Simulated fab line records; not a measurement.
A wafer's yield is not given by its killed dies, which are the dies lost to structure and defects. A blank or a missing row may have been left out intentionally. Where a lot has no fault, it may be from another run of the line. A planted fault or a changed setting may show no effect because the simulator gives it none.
A lot that was struck, set against a sound lot / flow berkeley-cmos170 / 16 out of 331 route steps
Sound: the wafers L244.1, L244.3, L244.4. Struck: wafers L249.3, L249.4 (left out: L249.5, a lot-mate that was not struck); the cause follows at the end.
Each step with rows lists, per side, the tool, then ch with its chambers, then its first start. Under that, the readings that differ: sound wafers / struck wafers / difference of the means / sigmas: that difference in standard deviations of wafers without a fault.
alike: same words and numbers on both sides, and readings whose means sit less than 2 such deviations apart. not compared: any withheld reading, any reading some wafer has no value for, any bound like >300 that may hide the same value, and any number with overlapping values for which the record gives no deviation.
Wherever a step has rows on one side only, a row that says differs or no value, or a row with sigmas, the two part there. Non-overlapping numbers with no deviation appear without sigmas and do not part them. Lack of a reading on every wafer of one side parts them only where that side has two or more wafers.

first, 6 steps without rows for these wafers: UCB170_M2_COAT_09; UCB170_M2_COAT_10 (resist thk 900 nm); UCB170_M2_SOFTBAKE_11 (time 60 s); UCB170_M2_EXPOSE_12 (exposes mask METAL2, target cd 700 nm); UCB170_M2_PEB_13; UCB170_M2_DEVELOP_14 (develop time 45 s).
UCB170_M2_CD_MEAS_15: target cd 700 nm.
  struck on cd-sem-02, day 9 21:37; sound on cd-sem-02, day 8 18:25
  alike: cd-nm
UCB170_M2_OVL_MEAS_16:
  struck on overlay-02, day 9 21:43; sound on overlay-01, day 8 18:32
  alike: M2_OVL
UCB170_M2_ETCH_17: etches BARC in N2/H2.
  sound on rie-diel-04 ch 1,2,3, day 8 18:34; struck on rie-diel-02 ch 1,2, day 9 21:44
  alike: drypump-motor-current-A, oes-product-au, throttle-valve-pct
UCB170_M2_METAL_ETCH_18: etches Al in Cl2/BCl3, stops on SiO2, target depth 1170 nm, time 195 s.
  sound on rie-metal-01 ch 0,1, day 8 18:36; struck on rie-metal-02 ch 0,1, day 9 21:50
reading=oes-product-au (a.u.); sound=0.862 0.863 0.868; struck=0.837 0.841; difference=-0.025; sigmas=-2
  alike: drypump-motor-current-A, throttle-valve-pct
  not compared: rf-hours-counter-h
UCB170_M2_STRIP_19: strips in O2.
  sound on plasma-asher-03 ch 0,1, day 8 18:51; struck on plasma-asher-01 ch 0,1, day 9 22:00
  alike: drypump-motor-current-A, oes-product-au
  not compared: rf-hours-counter-h
UCB170_M2_CD_MEAS_90: target cd 700 nm.
  struck on cd-sem-01, day 9 22:06; sound on cd-sem-02, day 8 18:57
  alike: cd-nm
UCB170_V2_CVD_00: deposits SiO2 from TEOS/O2, target thk 2000 nm, time 250 s.
  sound on pecvd-01 ch 1,2, day 8 19:04; struck on pecvd-02 ch 0, day 9 22:11
reading=heater-power-w (W); sound=253 181 264; struck=392 452; difference=+189; sigmas=+3
reading=rf-fwd-power-W (W); sound=549.8 549.4 548.1; struck=329.3 329.4; difference=-219.8; sigmas=-99 or more
reading=model.SiO2_of_V2_CVD_00.thk-nm (nm); sound=1995 2009 2032; struck=1685 1711; difference=-314; sigmas=
  alike: pressure-mtorr
UCB170_V2_THK_MEAS_01:
  struck on film-metro-02, day 9 22:22; sound on film-metro-02, day 8 19:19
reading=V2_TEOS_THK (nm); sound=1996 2009 2033; struck=1684 1712; difference=-315; sigmas=-14
UCB170_V2_CMP_02: polishes SiO2.
  sound on cmp-02 ch 0,1,3, day 8 19:22; struck on cmp-02 ch 0,3, day 9 22:24
  alike: motor-current-A
after that, 1 step had no rows for these wafers: UCB170_M3_PROBE_99.

== WHERE THEY PART ==
Earliest at UCB170_M2_METAL_ETCH_18; latest, in this record, at UCB170_V2_THK_MEAS_01. Later steps at which nothing parts them and some readings are alike: UCB170_V2_CMP_02.

WHY: the cause the simulator had injected
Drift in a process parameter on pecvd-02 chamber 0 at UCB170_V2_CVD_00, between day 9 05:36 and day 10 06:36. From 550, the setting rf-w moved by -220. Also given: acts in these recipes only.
